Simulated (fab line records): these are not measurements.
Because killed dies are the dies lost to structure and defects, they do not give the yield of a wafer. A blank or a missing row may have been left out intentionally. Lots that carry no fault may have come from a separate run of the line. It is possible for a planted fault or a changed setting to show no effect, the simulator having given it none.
fab line records	flow rit-cmos
record: lots: 5	wafers: 23
route steps=202 shown ACTIVE@2 FOX2@25 NWELL@36 PWELL@47 WELLDRIVE@50 PRETRO@65 GATE@87 M1@202
start-h: hours from the record's opening day to when the first of the lot's shown wafers began	wait-h: hours elapsed since this lot's preceding step	" same as the row above	L1.1+2: a single row standing in for several wafers	- no value, or no start was given	* or withheld: withheld	< > ~ a bound
route shown NAME@n: names a module that has steps shown in the file, with the first one's number in the route	usual: mean and standard deviation over wafers with no fault	same: alike in all rows	chamber/n: place in a boat	sites: per-site readings	_std_site: the values' standard deviation	_edge_site: mean of outer sites minus mean of inner sites	radius-mm: for every site, how far away it sits from the centre of the wafer	mask NAME#n: copy n	behind: the most recent tool/chamber to have shaped the wafer	hold: what put the lot on hold/how long, in hours/how the hold closed	device: the n, p or np transistor that did not switch	end of line: the route-end tests of the same wafers	a step without rows: its recipe alone	killed: count of dies lost to structure and defects at first sort (not the wafer's yield)	map: a wafer's dies, marking killed ones x, the rest . and places with no die _
set.NAME: the setting that was run; set.NAME@STEP: the one run at that earlier step	model.NAME: the simulator's own value behind a step, which no gauge read
one table per step and one row per wafer, for lots whose settings were changed on purpose
== steps ==
step: RIT_ACTIVE_OXIDATION_01
recipe: temp-c: 1000	ambient: O2	target-thk-a: 468	ox-time-s: 3360
lot.wafer	tool	chamber	start-h	wait-h	set.temp-c	model.SiO2_of_ACTIVE_OXIDATION_01.thk-nm
L076.1	furnace-03	0	20.12	0.1	1000	47.47
L076.3	"	0	"	"	1000	48.3
L076.6	"	0	"	"	1000	47.16
L078.1	-	-	-	0.1	1000	45.97
L078.2	"	-	"	"	1000	46.54
L078.3	"	-	"	"	1000	46.01
L078.4	"	-	"	"	1000	46.28
L078.5	"	-	"	"	1000	46.09
L080.2	-	-	-	0.1	1027	59.68
L080.3	"	-	"	"	1027	59.35
L080.4	"	-	"	"	1027	59.61
L080.5	"	-	"	"	1027	59.01
L080.6	"	-	"	"	1027	59.76
L082.1	-	-	-	0.1	983.8	39.01
L082.2	"	-	"	"	983.8	38.6
L082.4	"	-	"	"	983.8	38.61
L082.5	"	-	"	"	983.8	39.31
L082.6	"	-	"	"	983.8	39.24
L084.1	-	-	-	0.1	1000	47.22
L084.3	"	-	"	"	1000	46.76
L084.4	"	-	"	"	1000	47.8
L084.5	"	-	"	"	1000	46.87
L084.6	"	-	"	"	1000	48.13
step: RIT_ACTIVE_THK_MEAS_02
recipe: reads: SiO2_of_ACTIVE_OXIDATION_01
usual: ACTIVE_OXIDE_THK: 46.6/0.83
lot.wafer	tool	chamber	start-h	wait-h	set.temp-c@ACTIVE_OXIDATION_01	ACTIVE_OXIDE_THK[nm]
L076.1	film-metro-04	-	22.05	0.0	1000	47.5
L076.3	"	-	"	"	1000	48.3
L076.6	"	-	"	"	1000	47.2
L078.1	film-metro-04	-	-	-	1000	46.0
L078.2	"	-	"	"	1000	46.5
L078.3	"	-	"	"	1000	46.0
L078.4	"	-	"	"	1000	46.2
L078.5	"	-	"	"	1000	46.0
L080.2	film-metro-03	-	-	-	1027	59.7
L080.3	"	-	"	"	1027	59.3
L080.4	"	-	"	"	1027	59.6
L080.5	"	-	"	"	1027	59.0
L080.6	"	-	"	"	1027	59.8
L082.1	film-metro-03	-	-	-	983.8	39.0
L082.2	"	-	"	"	983.8	38.6
L082.4	"	-	"	"	983.8	38.6
L082.5	"	-	"	"	983.8	39.3
L082.6	"	-	"	"	983.8	39.2
L084.1	film-metro-03	-	-	-	1000	47.3
L084.3	"	-	"	"	1000	46.8
L084.4	"	-	"	"	1000	47.8
L084.5	"	-	"	"	1000	46.9
L084.6	"	-	"	"	1000	48.1
step: RIT_ACTIVE_EXPOSE_08
recipe: mask-id: M1	na: 0.6	source-shape: conventional	sigma-outer: 0.6	target-cd-nm: 1400	dose-mj: 225
lot.wafer	tool	chamber	start-h	wait-h	mask	set.dose-mj
L076.1+3+6	iline-stepper-01	0	24.04	0.1	M1#0	225
L078.1+2+3	iline-stepper-01	0	34.16	0.2	M1#0	212.7
L078.4+5	"	0	"	"	M1#0	225
L080.2+4+5	iline-stepper-01	0	44.18	0.2	M1#0	225
L080.3+6	"	0	"	"	M1#0	233
L082.1+2+4+5+6	iline-stepper-02	0	54.07	0.2	M1#0	225
L084.1+5+6	iline-stepper-01	0	64.75	0.1	M1#0	219.2
L084.3+4	"	0	"	"	M1#0	225
step: RIT_ACTIVE_PEB_09
recipe: resist: NOVOLAK	temp-c: withheld	time-s: withheld
step: RIT_ACTIVE_DEVELOP_10
recipe: resist: NOVOLAK	develop-time-s: 50	dev-temp-c: 23
step: RIT_ACTIVE_CD_MEAS_11
recipe: target-cd-nm: 1400
usual: cd-nm: 1398.7/2.5
lot.wafer	tool	chamber	start-h	wait-h	set.dose-mj@ACTIVE_EXPOSE_08	cd-nm
L076.1	cd-sem-02	-	24.44	-	225	1398.2
L076.3	"	-	"	"	225	1398.6
L076.6	"	-	"	"	225	1398.2
L078.1	cd-sem-02	-	34.56	-	212.7	1416.7
L078.2	"	-	"	"	212.7	1414.6
L078.3	"	-	"	"	212.7	1416.2
L078.4	"	-	"	"	225	1399.8
L078.5	"	-	"	"	225	1399.6
L080.2	cd-sem-01	-	44.58	-	225	1402.0
L080.3	"	-	"	"	233	1390.5
L080.4	"	-	"	"	225	1400.4
L080.5	"	-	"	"	225	1400.2
L080.6	"	-	"	"	233	1391.8
L082.1	cd-sem-01	-	54.64	-	225	1401.6
L082.2	"	-	"	"	225	1401.8
L082.4	"	-	"	"	225	1402.4
L082.5	"	-	"	"	225	1401.3
L082.6	"	-	"	"	225	1400.4
L084.1	cd-sem-02	-	65.15	-	219.2	1402.5
L084.3	"	-	"	"	225	1392.2
L084.4	"	-	"	"	225	1395.8
L084.5	"	-	"	"	219.2	1400.5
L084.6	"	-	"	"	219.2	1402.1
step: RIT_ACTIVE_ETCH_13
recipe: stop-on: SiO2	chemistry: SF6	target: Si3N4	time-s: 210	over-etch-frac: 0.4	SF6_flow_sccm: 200	pressure-mtorr: 260	rf-w: 125	target-depth-a: 2100
lot.wafer	tool	chamber	start-h	wait-h	set.pressure-mtorr	set.dose-mj@ACTIVE_EXPOSE_08	model.ACTIVE.cd-nm
L076.1+6	rie-diel-03	2,0	24.71	0.1	260	225	1398
L076.3	"	1	"	"	260	225	1399
L078.1+3	rie-diel-04	3,1	34.83	0.1	280.8	212.7	1416
L078.2	"	2	"	"	280.8	212.7	1414
L078.4	"	0	"	"	280.8	225	1400
L078.5	"	3	"	"	280.8	225	1399
L080.2	rie-diel-01	2	44.83	0.1	294	225	1402
L080.3	"	3	"	"	294	233	1391
L080.4	"	1	"	"	294	225	1401
L080.5	"	0	"	"	294	225	1399
L080.6	"	3	"	"	294	233	1392
L082.1+2+4	rie-diel-04	1,0,0	54.91	0.1	235.4	225	1402
L082.5+6	"	1,3	"	"	235.4	225	1401
L084.1	rie-diel-03	3	65.42	0.1	227.5	219.2	1403
L084.3	"	1	"	"	227.5	225	1392
L084.4	"	2	"	"	227.5	225	1396
L084.5	"	1	"	"	227.5	219.2	1401
L084.6	"	0	"	"	227.5	219.2	1402
step: RIT_ACTIVE_STRIP_14
recipe: chemistry: O2	time-s: 180	resist: NOVOLAK	platen-temp-c: withheld	power-w: 500	pressure-mtorr: 4000	o2-flow-sccm: 4000
step: RIT_ACTIVE_CD_MEAS_90
recipe: target-cd-nm: 1400
usual: cd-nm: 1398.7/2.5
lot.wafer	tool	chamber	start-h	wait-h	set.dose-mj@ACTIVE_EXPOSE_08	cd-nm
L076.1	cd-sem-01	-	25.02	0.1	225	1397.9
L076.3	"	-	"	"	225	1399.0
L076.6	"	-	"	"	225	1398.3
L078.1	cd-sem-01	-	35.14	0.1	212.7	1416.7
L078.2	"	-	"	"	212.7	1414.4
L078.3	"	-	"	"	212.7	1415.9
L078.4	"	-	"	"	225	1399.6
L078.5	"	-	"	"	225	1399.3
L080.2	cd-sem-01	-	45.16	0.1	225	1401.7
L080.3	"	-	"	"	233	1390.7
L080.4	"	-	"	"	225	1400.3
L080.5	"	-	"	"	225	1399.6
L080.6	"	-	"	"	233	1392.2
L082.1	cd-sem-01	-	55.22	0.1	225	1401.5
L082.2	"	-	"	"	225	1401.8
L082.4	"	-	"	"	225	1402.2
L082.5	"	-	"	"	225	1401.0
L082.6	"	-	"	"	225	1400.7
L084.1	cd-sem-01	-	65.73	0.1	219.2	1402.7
L084.3	"	-	"	"	225	1392.3
L084.4	"	-	"	"	225	1395.6
L084.5	"	-	"	"	219.2	1400.8
L084.6	"	-	"	"	219.2	1402.4
step: RIT_ACTIVE_CLEAN_15
recipe: chemistry: SC1	mix: 3:3:50	time-s: 600	temp-c: 75
step: RIT_ACTIVE_CLEAN_16
recipe: chemistry: dHF	dilution: 50:1	time-s: 30
step: RIT_FOX2_CLEAN_02
recipe: chemistry: dHF	dilution: 50:1	time-s: 180
step: RIT_FOX2_WET_ETCH_03
recipe: chemistry: H3PO4	target: Si3N4	target-depth-nm: 195	temp-c: 165	time-s: 2700
lot.wafer	tool	chamber	start-h	wait-h	set.temp-c@ACTIVE_OXIDATION_01	model.SiO2_of_ACTIVE_OXIDATION_01.thk-nm
L076.1	wet-bench-03	3	28.49	0.0	1000	40.41
L076.3	"	3	"	"	1000	43.03
L076.6	"	3	"	"	1000	41.87
L078.1	wet-bench-03	1	38.56	0.0	1000	37.9
L078.2	"	1	"	"	1000	40.82
L078.3	"	1	"	"	1000	39.24
L078.4	"	1	"	"	1000	39.33
L078.5	"	1	"	"	1000	38.03
L080.2	wet-bench-04	0	48.60	0.0	1027	51.69
L080.3	"	0	"	"	1027	52.82
L080.4	"	0	"	"	1027	50.53
L080.5	"	0	"	"	1027	51.2
L080.6	"	0	"	"	1027	53.17
L082.1	wet-bench-03	1	59.58	0.0	983.8	34.69
L082.2+4	"	1	"	"	983.8	34.14
L082.5	"	1	"	"	983.8	34.96
L082.6	"	1	"	"	983.8	33.63
L084.1	wet-bench-02	0	69.14	0.0	1000	41.94
L084.3	"	0	"	"	1000	41.55
L084.4	"	0	"	"	1000	41.6
L084.5	"	0	"	"	1000	41.61
L084.6	"	0	"	"	1000	42.74
step: RIT_NWELL_IMPLANT_08
recipe: species: P	energy-kev: 170	dose-cm2: 5e+13	tilt-deg: 7
lot.wafer	tool	chamber	start-h	wait-h	set.energy-kev	model.implant.rp-nm	model.implant.drp-nm
L076.1+3+6	implanter-01	0	30.58	0.2	170	208.1	68.82
L078.1+2+3+4+5	implanter-02	0	40.79	0.2	170	217	68.82
L080.2+3+5	implanter-01	0	50.67	0.2	170	215.5	68.82
L080.4+6	"	0	"	"	166.4	210.8	67.75
L082.1+2	implanter-04	0	61.74	0.2	162.4	196.3	66.55
L082.4+5+6	"	0	"	"	170	205.8	68.82
L084.1+5	implanter-02	0	71.25	0.2	160.8	191.6	66.06
L084.3+4+6	"	0	"	"	170	202.9	68.82
step: RIT_PWELL_IMPLANT_08
recipe: species: B	energy-kev: 170	dose-cm2: 7e+13	tilt-deg: 7
lot.wafer	tool	chamber	start-h	wait-h	set.dose-cm2
L076.1+3+6	implanter-04	0	32.13	0.2	7e+13
L078.1+2+4	implanter-02	0	42.47	0.2	7e+13
L078.3+5	"	0	"	"	6.523e+13
L080.2+6	implanter-02	0	52.35	0.2	7e+13
L080.3+4+5	"	0	"	"	6.708e+13
L082.1+2+6	implanter-02	0	63.42	0.2	7.172e+13
L082.4+5	"	0	"	"	7e+13
L084.1+3+4+5+6	implanter-04	0	72.98	0.2	7e+13
step: RIT_PWELL_STRIP_09
recipe: chemistry: O2	time-s: 180	resist: NOVOLAK	platen-temp-c: withheld	power-w: 500	pressure-mtorr: 4000	o2-flow-sccm: 4000
step: RIT_PWELL_TW_MEAS_10
usual: PWELL_TW: 953/8.8
lot.wafer	tool	chamber	start-h	wait-h	set.dose-cm2@PWELL_IMPLANT_08	PWELL_TW
L076.1	film-metro-01	-	32.45	0.1	7e+13	958
L076.3	"	-	"	"	7e+13	953
L076.6	"	-	"	"	7e+13	957
L078.1	film-metro-04	-	42.80	0.1	7e+13	946
L078.2	"	-	"	"	7e+13	946
L078.3	"	-	"	"	6.523e+13	924
L078.4	"	-	"	"	7e+13	943
L078.5	"	-	"	"	6.523e+13	922
L080.2	film-metro-01	-	52.66	0.1	7e+13	953
L080.3	"	-	"	"	6.708e+13	946
L080.4	"	-	"	"	6.708e+13	948
L080.5	"	-	"	"	6.708e+13	943
L080.6	"	-	"	"	7e+13	958
L082.1	film-metro-01	-	63.74	0.1	7.172e+13	962
L082.2	"	-	"	"	7.172e+13	965
L082.4	"	-	"	"	7e+13	956
L082.5	"	-	"	"	7e+13	958
L082.6	"	-	"	"	7.172e+13	961
L084.1	film-metro-02	-	73.31	0.1	7e+13	968
L084.3	"	-	"	"	7e+13	971
L084.4	"	-	"	"	7e+13	964
L084.5	"	-	"	"	7e+13	967
L084.6	"	-	"	"	7e+13	965
step: RIT_WELLDRIVE_ANNEAL_00
recipe: temp-c: 1100	time-s: 14700	ambient: N2
step: RIT_WELLDRIVE_RS_MEAS_02
recipe: thk-meas-gauge: four-point-probe
usual: PWELL_RS: 429.8/0.94
lot.wafer	tool	chamber	start-h	wait-h	set.dose-cm2@PWELL_IMPLANT_08	PWELL_RS[ohm/sq]
L076.1	film-metro-01	-	37.95	0.1	7e+13	430.0
L076.3	"	-	"	"	7e+13	432.0
L076.6	"	-	"	"	7e+13	430.2
L078.1	film-metro-02	-	48.22	0.1	7e+13	428.9
L078.2	"	-	"	"	7e+13	429.5
L078.3	"	-	"	"	6.523e+13	449.3
L078.4	"	-	"	"	7e+13	429.7
L078.5	"	-	"	"	6.523e+13	449.1
L080.2	film-metro-04	-	58.36	0.1	7e+13	430.5
L080.3	"	-	"	"	6.708e+13	440.3
L080.4	"	-	"	"	6.708e+13	441.6
L080.5	"	-	"	"	6.708e+13	442.1
L080.6	"	-	"	"	7e+13	429.5
L082.1	film-metro-04	-	69.65	0.1	7.172e+13	424.6
L082.2	"	-	"	"	7.172e+13	424.6
L082.4	"	-	"	"	7e+13	430.0
L082.5	"	-	"	"	7e+13	429.3
L082.6	"	-	"	"	7.172e+13	424.1
L084.1	film-metro-01	-	78.57	0.1	7e+13	428.7
L084.3	"	-	"	"	7e+13	428.5
L084.4	"	-	"	"	7e+13	429.1
L084.5	"	-	"	"	7e+13	429.1
L084.6	"	-	"	"	7e+13	428.2
step: RIT_PRETRO_COAT_01
recipe: resist: NOVOLAK	spin-rpm: 2000	resist-thk-nm: 1300
lot.wafer	tool	chamber	start-h	wait-h	set.resist-thk-nm	model.NOVOLAK_of_PRETRO_COAT_01.thk-nm
L076.1	litho-track-03	0	39.89	0.1	1300	1297
L076.3	"	0	"	"	1300	1302
L076.6	"	0	"	"	1300	1304
L078.1	litho-track-03	0	50.17	0.1	1300	1304
L078.2	"	0	"	"	1300	1303
L078.3+4	"	0	"	"	1300	1301
L078.5	"	0	"	"	1300	1306
L080.2	litho-track-01	0	60.31	0.1	1365	1361
L080.3	"	0	"	"	1300	1292
L080.4	"	0	"	"	1365	1356
L080.5	"	0	"	"	1365	1358
L080.6	"	0	"	"	1300	1295
L082.1	litho-track-01	0	71.59	0.1	1321	1319
L082.2	"	0	"	"	1300	1295
L082.4	"	0	"	"	1300	1296
L082.5	"	0	"	"	1321	1317
L082.6	"	0	"	"	1321	1315
L084.1	litho-track-01	0	80.53	0.1	1300	1297
L084.3	"	0	"	"	1245	1241
L084.4	"	0	"	"	1300	1298
L084.5	"	0	"	"	1245	1242
L084.6	"	0	"	"	1300	1301
step: RIT_PRETRO_SOFTBAKE_02
recipe: resist: NOVOLAK	temp-c: 90	time-s: 60
step: RIT_PRETRO_EXPOSE_03
recipe: mask-id: M5	na: 0.57	target-cd-nm: 43700	dose-mj: 250
step: RIT_PRETRO_DEVELOP_05
recipe: resist: NOVOLAK	develop-time-s: 68	dev-temp-c: 23
step: RIT_PRETRO_HARDBAKE_07
recipe: resist: NOVOLAK	temp-c: 140	time-s: 120
lot.wafer	tool	chamber	start-h	wait-h	set.resist-thk-nm@PRETRO_COAT_01	model.NOVOLAK_of_PRETRO_COAT_01.thk-nm
L076.1	litho-track-03	0	40.79	0.0	1300	1135
L076.3	"	0	"	"	1300	1138
L076.6	"	0	"	"	1300	1140
L078.1+2	litho-track-01	0	50.93	0.0	1300	1140
L078.3+4	"	0	"	"	1300	1138
L078.5	"	0	"	"	1300	1142
L080.2	litho-track-01	0	61.23	0.1	1365	1190
L080.3	"	0	"	"	1300	1130
L080.4	"	0	"	"	1365	1185
L080.5	"	0	"	"	1365	1187
L080.6	"	0	"	"	1300	1132
L082.1	litho-track-03	0	72.48	0.0	1321	1153
L082.2+4	"	0	"	"	1300	1133
L082.5	"	0	"	"	1321	1152
L082.6	"	0	"	"	1321	1150
L084.1+4	litho-track-03	0	81.30	0.0	1300	1135
L084.3	"	0	"	"	1245	1086
L084.5	"	0	"	"	1245	1087
L084.6	"	0	"	"	1300	1138
step: RIT_GATE_COAT_11
recipe: resist: NOVOLAK	spin-rpm: 4250	resist-thk-nm: 850
lot.wafer	tool	chamber	start-h	wait-h	set.resist-thk-nm	model.NOVOLAK_of_GATE_COAT_11.thk-nm
L076.1	litho-track-03	0	48.19	0.1	850	852.5
L076.3	"	0	"	"	850	853.8
L076.6	"	0	"	"	850	852.3
L078.1	litho-track-04	0	55.93	0.1	850	850.1
L078.2	"	0	"	"	814.7	814.6
L078.3	"	0	"	"	850	849.2
L078.4	"	0	"	"	850	850.6
L078.5	"	0	"	"	814.7	817.6
L080.2	litho-track-02	0	67.75	0.1	891.9	892.6
L080.3	"	0	"	"	891.9	892.7
L080.4	"	0	"	"	850	848.2
L080.5	"	0	"	"	850	850.3
L080.6	"	0	"	"	891.9	891.1
L082.1+6	litho-track-02	0	77.02	0.1	850	851.5
L082.2	"	0	"	"	850	850.1
L082.4	"	0	"	"	850	851.2
L082.5	"	0	"	"	850	848.7
L084.1	litho-track-02	0	85.62	0.1	821.7	825.1
L084.3	"	0	"	"	850	854.7
L084.4	"	0	"	"	850	852.7
L084.5	"	0	"	"	821.7	823.2
L084.6	"	0	"	"	850	852.8
step: RIT_GATE_SOFTBAKE_12
recipe: resist: NOVOLAK	temp-c: 90	time-s: 60
step: RIT_GATE_EXPOSE_13
recipe: mask-id: M6	na: 0.6	source-shape: conventional	sigma-outer: 0.6	target-cd-nm: 150	dose-mj: 380
step: RIT_GATE_PEB_14
recipe: resist: NOVOLAK	temp-c: withheld	time-s: withheld
step: RIT_GATE_DEVELOP_15
recipe: resist: NOVOLAK	develop-time-s: 50	dev-temp-c: 23
step: RIT_GATE_CD_MEAS_16
recipe: target-cd-nm: 150
usual: cd-nm: 149.5/2.5
lot.wafer	tool	chamber	start-h	wait-h	set.resist-thk-nm@GATE_COAT_11	cd-nm
L076.1	cd-sem-02	-	48.89	-	850	153.3
L076.3	"	-	"	"	850	149.5
L076.6	"	-	"	"	850	153.2
L078.1	cd-sem-02	-	56.76	-	850	148.2
L078.2	"	-	"	"	814.7	139.9
L078.3	"	-	"	"	850	146.8
L078.4	"	-	"	"	850	147.9
L078.5	"	-	"	"	814.7	142.2
L080.2	cd-sem-02	-	68.45	-	891.9	163.0
L080.3	"	-	"	"	891.9	158.8
L080.4	"	-	"	"	850	150.9
L080.5	"	-	"	"	850	153.7
L080.6	"	-	"	"	891.9	161.6
L082.1	cd-sem-02	-	77.72	-	850	150.8
L082.2	"	-	"	"	850	149.8
L082.4	"	-	"	"	850	149.8
L082.5	"	-	"	"	850	148.6
L082.6	"	-	"	"	850	151.5
L084.1	cd-sem-02	-	86.32	-	821.7	147.1
L084.3	"	-	"	"	850	151.2
L084.4	"	-	"	"	850	149.7
L084.5	"	-	"	"	821.7	144.7
L084.6	"	-	"	"	850	151.4
step: RIT_GATE_HARDBAKE_18
recipe: resist: NOVOLAK	temp-c: 140	time-s: 60
lot.wafer	tool	chamber	start-h	wait-h	set.resist-thk-nm@GATE_COAT_11	model.NOVOLAK_of_GATE_COAT_11.thk-nm
L076.1	litho-track-03	0	49.04	0.0	850	754.7
L076.3	"	0	"	"	850	755.8
L076.6	"	0	"	"	850	754.4
L078.1	litho-track-04	0	56.91	0.0	850	752.6
L078.2	"	0	"	"	814.7	721.5
L078.3	"	0	"	"	850	751.7
L078.4	"	0	"	"	850	753
L078.5	"	0	"	"	814.7	724.1
L080.2	litho-track-02	0	68.61	0.0	891.9	789.7
L080.3	"	0	"	"	891.9	789.9
L080.4	"	0	"	"	850	750.9
L080.5	"	0	"	"	850	752.7
L080.6	"	0	"	"	891.9	788.4
L082.1+6	litho-track-03	0	77.88	0.0	850	753.8
L082.2	"	0	"	"	850	752.6
L082.4	"	0	"	"	850	753.5
L082.5	"	0	"	"	850	751.4
L084.1	litho-track-03	0	86.48	0.0	821.7	730.6
L084.3	"	0	"	"	850	756.6
L084.4	"	0	"	"	850	754.8
L084.5	"	0	"	"	821.7	729
L084.6	"	0	"	"	850	755
step: RIT_M1_PROBE_99
usual: killed-at-contacts: 0.0/0.2	killed-at-front-end: 7/3.2	killed-dies: 7/3.2	killed-open: 3.6/1.9	killed-short: 3.6/2
same: gross-dies: 264	killed_at_M0_to_M3: 0	killed_at_M4_up: 0	killed-at-back-side: 0	killed-at-other: 0
lot.wafer	tool	chamber	start-h	wait-h	set.temp-c@ACTIVE_OXIDATION_01	killed-at-contacts	killed-at-front-end	killed-dies	killed-open	killed-short	model.etest.nldd.width-nm	model.etest.pldd.width-nm
L076.1	prober-01	-	69.42	0.1	1000	0	8	8	4	4	3154	3168
L076.3	prober-01	-	69.52	0.2	1000	0	7	7	4	3	3166	3162
L076.6	prober-01	-	69.67	0.2	1000	0	3	3	2	1	3172	3175
L078.1	prober-01	-	77.25	0.1	1000	0	10	10	6	4	3199	3194
L078.2	prober-01	-	77.30	0.1	1000	0	12	12	7	5	3187	3198
L078.3	prober-01	-	77.35	0.2	1000	0	8	8	3	5	3213	3212
L078.4	prober-01	-	77.40	0.2	1000	0	8	8	4	4	3188	3191
L078.5	prober-01	-	77.45	0.2	1000	0	10	10	5	5	3188	3168
L080.2	prober-01	-	88.19	0.1	1027	0	12	12	6	6	3044	3041
L080.3	prober-01	-	88.24	0.2	1027	1	9	10	4	6	3032	3026
L080.4	prober-01	-	88.29	0.2	1027	0	7	7	4	3	3017	3024
L080.5	prober-01	-	88.34	0.2	1027	0	7	7	3	4	3039	3057
L080.6	prober-01	-	88.39	0.2	1027	0	6	6	4	2	3022	3037
L082.1	prober-01	-	98.44	0.1	983.8	0	9	9	7	2	3261	3265
L082.2	prober-01	-	98.49	0.1	983.8	0	7	7	4	3	3262	3260
L082.4	prober-01	-	98.59	0.2	983.8	0	5	5	1	4	3262	3249
L082.5	prober-01	-	98.64	0.2	983.8	0	4	4	3	1	3264	3250
L082.6	prober-01	-	98.69	0.2	983.8	0	5	5	3	2	3242	3256
L084.1	prober-02	-	106.90	0.1	1000	0	4	4	4	0	3171	3172
L084.3	prober-02	-	107.00	0.2	1000	0	8	8	4	4	3162	3164
L084.4	prober-02	-	107.05	0.2	1000	0	12	12	8	4	3151	3150
L084.5	prober-02	-	107.10	0.2	1000	0	2	2	2	0	3158	3155
L084.6	prober-02	-	107.15	0.2	1000	0	9	9	6	3	3163	3142
killed by level:class
L076.1 GATE:geometric-particle:open=3 FOX1:geometric-particle:short=2 FOX1:geometric-particle:open=1 FOX2:geometric-particle:short=1 GATE:geometric-particle:short=1
L076.3 FOX1:geometric-particle:open=2 GATE:geometric-particle:short=1 REOX:geometric-particle:open=1 SPACER:geometric-particle:short=1 SPACER:geometric-particle:open=1 SILICIDE:geometric-particle:short=1
L076.6 GATE:geometric-particle:open=1 REOX:geometric-particle:short=1 REOX:geometric-particle:open=1
L078.1 REOX:geometric-particle:open=3 FOX1:geometric-particle:short=2 GATE:geometric-particle:open=2 REOX:geometric-particle:short=2 FOX2:geometric-particle:open=1
L078.2 GATE:geometric-particle:open=3 FOX1:geometric-particle:open=2 FOX1:geometric-particle:short=1 FOX2:geometric-particle:short=1 FOX2:geometric-particle:open=1 GATE:geometric-particle:short=1 REOX:geometric-particle:short=1 REOX:geometric-particle:open=1
L078.3 GATE:geometric-particle:short=4 GATE:geometric-particle:open=2 FOX2:geometric-particle:open=1 SPACER:geometric-particle:short=1
L078.4 FOX1:geometric-particle:short=2 REOX:geometric-particle:open=2 GATE:geometric-particle:open=1 REOX:geometric-particle:short=1 SPACER:geometric-particle:short=1 SPACER:geometric-particle:open=1
L078.5 GATE:geometric-particle:open=3 SPACER:geometric-particle:short=2 FOX1:geometric-particle:open=1 FOX1:geometric-particle:short=1 GATE:geometric-particle:short=1 REOX:geometric-particle:open=1 REOX:geometric-particle:short=1
L080.2 FOX1:geometric-particle:open=3 SILICIDE:geometric-particle:short=3 GATE:geometric-particle:open=2 GATE:geometric-particle:short=1 REOX:geometric-particle:short=1 REOX:geometric-particle:open=1 SPACER:geometric-particle:short=1
L080.3 GATE:geometric-particle:short=3 GATE:geometric-particle:open=2 FOX2:geometric-particle:open=1 FOX2:geometric-particle:short=1 REOX:geometric-particle:short=1 SILICIDE:geometric-particle:open=1 CONTACT:geometric-particle:short=1
L080.4 GATE:geometric-particle:short=2 GATE:geometric-particle:open=2 REOX:geometric-particle:short=1 REOX:geometric-particle:open=1 SILICIDE:geometric-particle:open=1
L080.5 GATE:geometric-particle:open=2 GATE:geometric-particle:short=2 REOX:geometric-particle:short=2 REOX:geometric-particle:open=1
L080.6 SILICIDE:geometric-particle:short=2 FOX1:geometric-particle:open=1 FOX2:geometric-particle:open=1 REOX:geometric-particle:open=1 SILICIDE:geometric-particle:open=1
L082.1 GATE:geometric-particle:open=2 SILICIDE:geometric-particle:open=2 FOX1:geometric-particle:open=1 FOX2:geometric-particle:open=1 FOX2:geometric-particle:short=1 SPACER:geometric-particle:open=1 SILICIDE:geometric-particle:short=1
L082.2 FOX2:geometric-particle:open=2 SPACER:geometric-particle:short=2 SILICIDE:geometric-particle:open=2 FOX2:geometric-particle:short=1
L082.4 GATE:geometric-particle:short=2 FOX1:geometric-particle:short=1 REOX:geometric-particle:short=1 SPACER:geometric-particle:open=1
L082.5 GATE:geometric-particle:open=1 GATE:geometric-particle:short=1 REOX:geometric-particle:open=1 SPACER:geometric-particle:open=1
L082.6 SPACER:geometric-particle:open=3 SPACER:geometric-particle:short=1 SILICIDE:geometric-particle:short=1
L084.1 FOX2:geometric-particle:open=1 GATE:geometric-particle:open=1 REOX:geometric-particle:open=1 SPACER:geometric-particle:open=1
L084.3 GATE:geometric-particle:short=2 FOX1:geometric-particle:short=1 FOX1:geometric-particle:open=1 GATE:geometric-particle:open=1 REOX:geometric-particle:open=1 SPACER:geometric-particle:open=1 SILICIDE:geometric-particle:short=1
L084.4 SILICIDE:geometric-particle:open=3 GATE:geometric-particle:short=2 SPACER:geometric-particle:open=2 FOX1:geometric-particle:open=1 FOX1:geometric-particle:short=1 FOX2:geometric-particle:open=1 GATE:geometric-particle:open=1 SILICIDE:geometric-particle:short=1
L084.5 FOX1:geometric-particle:open=1 SILICIDE:geometric-particle:open=1
L084.6 GATE:geometric-particle:open=3 FOX2:geometric-particle:open=2 FOX1:geometric-particle:open=1 FOX1:geometric-particle:short=1 GATE:geometric-particle:short=1 SILICIDE:geometric-particle:short=1
== key ==
split: step: RIT_ACTIVE_OXIDATION_01	setting: temp-c	stated: 1000	by: lot
response: step: RIT_ACTIVE_OXIDATION_01	reading: model.SiO2_of_ACTIVE_OXIDATION_01.thk-nm	change: +4.73	per: 1%	r: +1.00
response: step: RIT_ACTIVE_THK_MEAS_02	reading: ACTIVE_OXIDE_THK	change: +4.73	per: 1%	r: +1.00
response: step: RIT_FOX2_WET_ETCH_03	reading: model.SiO2_of_ACTIVE_OXIDATION_01.thk-nm	change: +4.07	per: 1%	r: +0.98
response: step: RIT_M1_PROBE_99	reading: model.etest.nldd.width-nm	change: -52.8	per: 1%	r: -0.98
response: step: RIT_M1_PROBE_99	reading: model.etest.pldd.width-nm	change: -50.6	per: 1%	r: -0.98
split: step: RIT_ACTIVE_EXPOSE_08	setting: dose-mj	stated: 225	by: wafer
response: step: RIT_ACTIVE_CD_MEAS_11	reading: cd-nm	change: -2.9	per: 1%	r: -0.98
response: step: RIT_ACTIVE_ETCH_13	reading: model.ACTIVE.cd-nm	change: -2.85	per: 1%	r: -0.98
response: step: RIT_ACTIVE_CD_MEAS_90	reading: cd-nm	change: -2.88	per: 1%	r: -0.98
split: step: RIT_ACTIVE_ETCH_13	setting: pressure-mtorr	stated: 260	by: lot
response none clear
split: step: RIT_NWELL_IMPLANT_08	setting: energy-kev	stated: 170	by: wafer
response: step: RIT_NWELL_IMPLANT_08	reading: model.implant.rp-nm	change: +2.11	per: 1%	r: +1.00
response: step: RIT_NWELL_IMPLANT_08	reading: model.implant.drp-nm	change: +0.509	per: 1%	r: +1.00
split: step: RIT_PWELL_IMPLANT_08	setting: dose-cm2	stated: 7e+13	by: wafer
response: step: RIT_PWELL_TW_MEAS_10	reading: PWELL_TW	change: +2.9	per: 1%	r: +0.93
response: step: RIT_WELLDRIVE_RS_MEAS_02	reading: PWELL_RS	change: -2.79	per: 1%	r: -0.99
split: step: RIT_PRETRO_COAT_01	setting: resist-thk-nm	stated: 1300	by: wafer
response: step: RIT_PRETRO_COAT_01	reading: model.NOVOLAK_of_PRETRO_COAT_01.thk-nm	change: +13.3	per: 1%	r: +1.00
response: step: RIT_PRETRO_HARDBAKE_07	reading: model.NOVOLAK_of_PRETRO_COAT_01.thk-nm	change: +11.5	per: 1%	r: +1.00
split: step: RIT_GATE_COAT_11	setting: resist-thk-nm	stated: 850	by: wafer
response: step: RIT_GATE_COAT_11	reading: model.NOVOLAK_of_GATE_COAT_11.thk-nm	change: +8.54	per: 1%	r: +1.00
response: step: RIT_GATE_CD_MEAS_16	reading: cd-nm	change: +1.66	per: 1%	r: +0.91
response: step: RIT_GATE_HARDBAKE_18	reading: model.NOVOLAK_of_GATE_COAT_11.thk-nm	change: +7.48	per: 1%	r: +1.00
